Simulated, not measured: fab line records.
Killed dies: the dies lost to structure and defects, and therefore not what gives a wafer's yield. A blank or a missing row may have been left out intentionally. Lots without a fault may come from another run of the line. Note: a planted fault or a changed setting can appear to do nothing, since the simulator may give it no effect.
Which of the tools did it? -- flow berkeley-cmos170 -- Sampling: 10 lots, 30 wafers, 3 of 331 route steps

== WHAT THE GAUGES SHOWED, per wafer ==
UCB170_SACOX_THK_MEAS_02. Usual: for SACOX_OXIDE_THK the level is 14.26 nm and the standard deviation is 0.21.
lot,measured,on,SACOX_OXIDE_THK (nm),flag
L313,day 6 19:58,film-metro-03,14.31 14.58 14.52,
L321,day 8 04:57,film-metro-03,13.95 13.91 13.86,
L325,day 8 18:13,film-metro-04,14.17 13.99 14.01,
L326,day 9 05:52,film-metro-04,14.41 14.67 14.59,
L329,day 9 05:52,film-metro-03,14.04 14.25 14.29,
L328,day 9 05:56,film-metro-02,14.61 14.27 14.28,
L331,day 9 23:43,film-metro-03,14.35 14.39 14.12,
L332,day 9 23:44,film-metro-04,14.59 14.26 14.18,
L333,day 10 12:28,film-metro-02,14.17 14.18 14.29,
L335,day 10 22:37,film-metro-04,14.27 14.40 14.27,

UCB170_NVT_OVL_MEAS_06. Usual: for NVT_OVL the level is 1 nm and the standard deviation is 5.4.
lot,measured,on,NVT_OVL (nm),flag
L313,day 7 08:34,overlay-02,3 3 2,
L321,day 8 17:31,overlay-01,11 9 8,
L325,day 9 08:18,overlay-01,-6 -8 -8,
L326,day 9 23:59,overlay-02,2 2 3,
L329,day 9 23:43,overlay-02,-5 -1 -1,
L328,day 10 00:25,overlay-02,12 4 10,
L331,day 10 09:48,overlay-01,7 7 8,
L332,day 10 09:52,overlay-02,0 -6 3,
L333,day 11 02:32,overlay-01,3 1 -2,
L335,day 11 11:43,overlay-01,0 3 -1,

UCB170_PLDD_OVL_MEAS_07. Usual: for PLDD_OVL the level is 0 nm and the standard deviation is 5.2.
lot,measured,on,PLDD_OVL (nm),flag
L313,day 8 01:36,overlay-02,3 -7 -6,
L321,day 9 19:57,overlay-02,6 7 4,
L325,day 10 09:40,overlay-02,7 1 7,
L326,day 10 22:23,overlay-01,0 8 4,
L329,day 10 22:47,overlay-02,4 5 6,
L328,day 10 22:30,overlay-02,11 1 3,
L331,day 11 06:49,overlay-01,11 0 0,
L332,day 11 07:00,overlay-02,-2 -2 -2,
L333,day 11 22:20,overlay-01,-2 8 2,
L335,day 12 10:36,overlay-02,3 -2 -2,

== TOOL THAT RAN EACH LOT (tool first, then ch and the chambers of the sampled wafers, then the start) ==
The record holds no process step before these readings.

== WHAT THE TOOLS THEMSELVES READ (means of the sampled wafers that have a number; where no wafer has one, the mark that the record gives instead) ==
The record holds no such reading with a usual standard deviation.

== THE ANSWER, worked out from the rows above alone ==
Rule: take the mean of a lot's wafers that have a number; if it is more than 3 standard deviations from the usual mean, the lot is off. Also off: a lot with no number at a reading for which 4 or more lots have one. All remaining lots with rows at the step are treated as sound. Order of review: gauges by route order, followed by the tools' own readings, for which a lot's mean as printed above is used. At the first step where some lot is off, the reading lying furthest off is the one used; lots without a number count as furthest.
No lot is off on any of the readings shown, so nothing can be concluded from this.

== WHAT THE SIMULATOR HAD INSERTED ==
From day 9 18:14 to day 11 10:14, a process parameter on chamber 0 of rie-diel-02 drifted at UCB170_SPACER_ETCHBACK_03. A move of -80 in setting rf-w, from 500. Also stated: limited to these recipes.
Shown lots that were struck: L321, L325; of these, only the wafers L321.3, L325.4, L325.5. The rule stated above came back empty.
